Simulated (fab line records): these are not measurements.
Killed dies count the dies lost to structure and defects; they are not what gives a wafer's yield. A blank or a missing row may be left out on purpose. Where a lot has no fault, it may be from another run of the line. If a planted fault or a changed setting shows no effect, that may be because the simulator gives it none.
Check of tool commonality :: flow berkeley cmos170 :: Lots sampled 14, wafers sampled 42

== WHY IT WAS OPENED ==
Of 14 lots, 2 have the reading PWELL_TW flagged at UCB170_PWELL_TW_MEAS_17. Wafers without a fault read 379.3, standard deviation 2.7.
Rule: flag the lot when none of its wafers has a number, or when each of its wafers that has one lies beyond 4 standard deviations from that mean. The other lots count as sound.

lot: L679
measured: day 3 09:38
on: film metro-04
PWELL_TW, wafer by wafer: 383.2 381.3 382.4
flag: 

lot: L680
measured: day 3 09:51
on: film metro-02
PWELL_TW, wafer by wafer: 379.4 379.8 381.5
flag: 

lot: L683
measured: day 4 12:28
on: film metro-02
PWELL_TW, wafer by wafer: 381.9 381.8 382.1
flag: 

lot: L685
measured: day 4 14:20
on: film metro-04
PWELL_TW, wafer by wafer: 382.2 382.2 381.7
flag: 

lot: L684
measured: day 4 14:24
on: film metro-02
PWELL_TW, wafer by wafer: 381.5 380.6 381.9
flag: 

lot: L686
measured: day 4 14:29
on: film metro-02
PWELL_TW, wafer by wafer: 379.8 383.6 380.0
flag: 

lot: L689
measured: day 5 10:04
on: film metro-04
PWELL_TW, wafer by wafer: 380.0 380.1 380.9
flag: 

lot: L688
measured: day 5 21:55
on: film metro-04
PWELL_TW, wafer by wafer: 381.5 380.9 380.2
flag: 

lot: L690
measured: day 5 22:12
on: film metro-03
PWELL_TW, wafer by wafer: 376.0 377.7 375.8
flag: 

lot: L696
measured: day 6 21:07
on: film metro-03
PWELL_TW, wafer by wafer: 354.1 353.6 353.0
flag: FLAGGED

lot: L697
measured: day 7 08:11
on: film metro-04
PWELL_TW, wafer by wafer: 356.1 359.4 357.9
flag: FLAGGED

lot: L699
measured: day 7 08:38
on: film metro-02
PWELL_TW, wafer by wafer: 382.0 379.6 380.1
flag: 

lot: L700
measured: day 7 08:41
on: film metro-04
PWELL_TW, wafer by wafer: 377.8 379.3 378.8
flag: 

lot: L701
measured: day 7 22:53
on: film metro-04
PWELL_TW, wafer by wafer: 379.4 378.2 377.5
flag: 
The numbers of the flagged lots are 355.7 on average: -23.6 against the usual, or -9 standard deviations.

== TOOL THAT RAN EACH LOT ==
The record holds 1 process step before the reading, out of a route of 331 steps. Every cell lists first the tool, next ch and the chambers used by the sampled wafers, and last the start.
lot: L679
flag: 
UCB170_PWELL_IMPLANT_15: implanter-03 ch 0, day 3 09:23

lot: L680
flag: 
UCB170_PWELL_IMPLANT_15: implanter-03 ch 0, day 3 09:37

lot: L683
flag: 
UCB170_PWELL_IMPLANT_15: implanter-02 ch 0, day 4 12:13

lot: L685
flag: 
UCB170_PWELL_IMPLANT_15: implanter-02 ch 0, day 4 14:05

lot: L684
flag: 
UCB170_PWELL_IMPLANT_15: implanter-03 ch 0, day 4 14:11

lot: L686
flag: 
UCB170_PWELL_IMPLANT_15: implanter-02 ch 0, day 4 14:15

lot: L689
flag: 
UCB170_PWELL_IMPLANT_15: implanter-02 ch 0, day 5 09:50

lot: L688
flag: 
UCB170_PWELL_IMPLANT_15: implanter-03 ch 0, day 5 21:40

lot: L690
flag: 
UCB170_PWELL_IMPLANT_15: implanter-02 ch 0, day 5 21:57

lot: L696
flag: FLAGGED
UCB170_PWELL_IMPLANT_15: implanter-02 ch 0, day 6 20:53

lot: L697
flag: FLAGGED
UCB170_PWELL_IMPLANT_15: implanter-02 ch 0, day 7 07:58

lot: L699
flag: 
UCB170_PWELL_IMPLANT_15: implanter-04 ch 0, day 7 08:23

lot: L700
flag: 
UCB170_PWELL_IMPLANT_15: implanter-03 ch 0, day 7 08:26

lot: L701
flag: 
UCB170_PWELL_IMPLANT_15: implanter-04 ch 0, day 7 22:38
What the steps here do:
- UCB170_PWELL_IMPLANT_15
- UCB170_PWELL_TW_MEAS_17

== FLAGGED AGAINST TOTAL, ONE TOOL AT A TIME (gauges that did the reading follow at the end) ==
step: UCB170_PWELL_IMPLANT_15
tool: implanter-02
lots run: 7
flagged: 2
share of the flagged lots: all
sound lots run after its first flagged lot: 0

step: UCB170_PWELL_IMPLANT_15
tool: implanter-03
lots run: 5
flagged: 0
share of the flagged lots: none
sound lots run after its first flagged lot: -

step: UCB170_PWELL_IMPLANT_15
tool: implanter-04
lots run: 2
flagged: 0
share of the flagged lots: none
sound lots run after its first flagged lot: -

step: UCB170_PWELL_TW_MEAS_17
tool: film metro-02
lots run: 5
flagged: 0
share of the flagged lots: none
sound lots run after its first flagged lot: -

step: UCB170_PWELL_TW_MEAS_17
tool: film metro-03
lots run: 2
flagged: 1
share of the flagged lots: some
sound lots run after its first flagged lot: 0

step: UCB170_PWELL_TW_MEAS_17
tool: film metro-04
lots run: 7
flagged: 1
share of the flagged lots: some
sound lots run after its first flagged lot: 2 (L700,L701)

== WHAT IS ALLOWED BY THE TABLE ==
All flagged lots share 1 row of the table, namely implanter-02 at UCB170_PWELL_IMPLANT_15.
- implanter-02 at UCB170_PWELL_IMPLANT_15 ran 7 lots, 2 of them flagged. Last sound lot L690 at day 5 21:57, first flagged lot L696 at day 6 20:53; a fault beginning in between fits. Its own readings lie more than 4 standard deviations out on every wafer of the flagged lots: dose ions cm2, faraday current uA.
Just one tool remains: implanter-02 at UCB170_PWELL_IMPLANT_15.

== WHAT THE SIMULATOR HAD INSERTED ==
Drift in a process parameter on implanter-02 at UCB170_PWELL_IMPLANT_15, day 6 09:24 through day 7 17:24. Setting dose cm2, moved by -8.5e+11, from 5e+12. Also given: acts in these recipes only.
Lots struck among those shown: L696, L697. The same result came from the rule above.
